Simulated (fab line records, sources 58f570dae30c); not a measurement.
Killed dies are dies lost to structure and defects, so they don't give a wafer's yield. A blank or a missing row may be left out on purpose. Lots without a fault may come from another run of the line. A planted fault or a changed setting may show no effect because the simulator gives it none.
Chamber matching | flow berkeley_cmos170 | UCB170_V1_CMP_02 on cmp-01: 4 sister chambers
The step polishes SiO2. 8 wafers are shown with their chamber, then 8 later ones without.

WAFERS WITH THEIR CHAMBER
wafer  | chamber | motor_current_A (A)
L747.3 | 2       | 14.9
L745.2 | 3       | 16.3
L745.4 | 0       | 13.2
L745.5 | 1       | 16.5
L744.1 | 1       | 17.1
L744.4 | 3       | 16.1
L744.6 | 0       | 14.1
L762.2 | 2       | 15.4

WAFERS WITHOUT THEIR CHAMBER
wafer  | motor_current_A (A)
L762.3 | 16.5
L762.6 | 15.8
L764.1 | 16.5
L764.4 | 16.5
L764.5 | 17.0
L765.2 | 16.5
L765.3 | 14.2
L765.4 | 16.8

WHICH CHAMBER EACH WENT THROUGH
wafer  | from the rows above          | in truth
L762.3 | can't be placed: 3 or 1      | 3
L762.6 | can't be placed: 3 or 2 or 1 | 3
L764.1 | can't be placed: 3 or 1      | 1
L764.4 | can't be placed: 3 or 1      | 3
L764.5 | can't be placed: 1 or 3      | 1
L765.2 | can't be placed: 3 or 1      | 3
L765.3 | can't be placed: 0 or 2      | 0
L765.4 | can't be placed: 1 or 3      | 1
Placed correctly: 0 of 8. Can't be placed from these rows: 8 (the true chamber is among the candidates in 8). Placed wrongly: 0.
How it was worked out, from the rows above alone: a wafer's distance from a chamber is the root of the sum, over the readings, of the square of ((its reading less the chamber's mean) divided by the reading's scatter). The wafer belongs to the nearest chamber; if the next one is less than 2 further off, it can't be placed. A chamber's mean is the mean of its shown wafers. The scatter: the root of (the sum of the squares of (reading less its chamber's mean) over the shown wafers, divided by (wafers less chambers)).
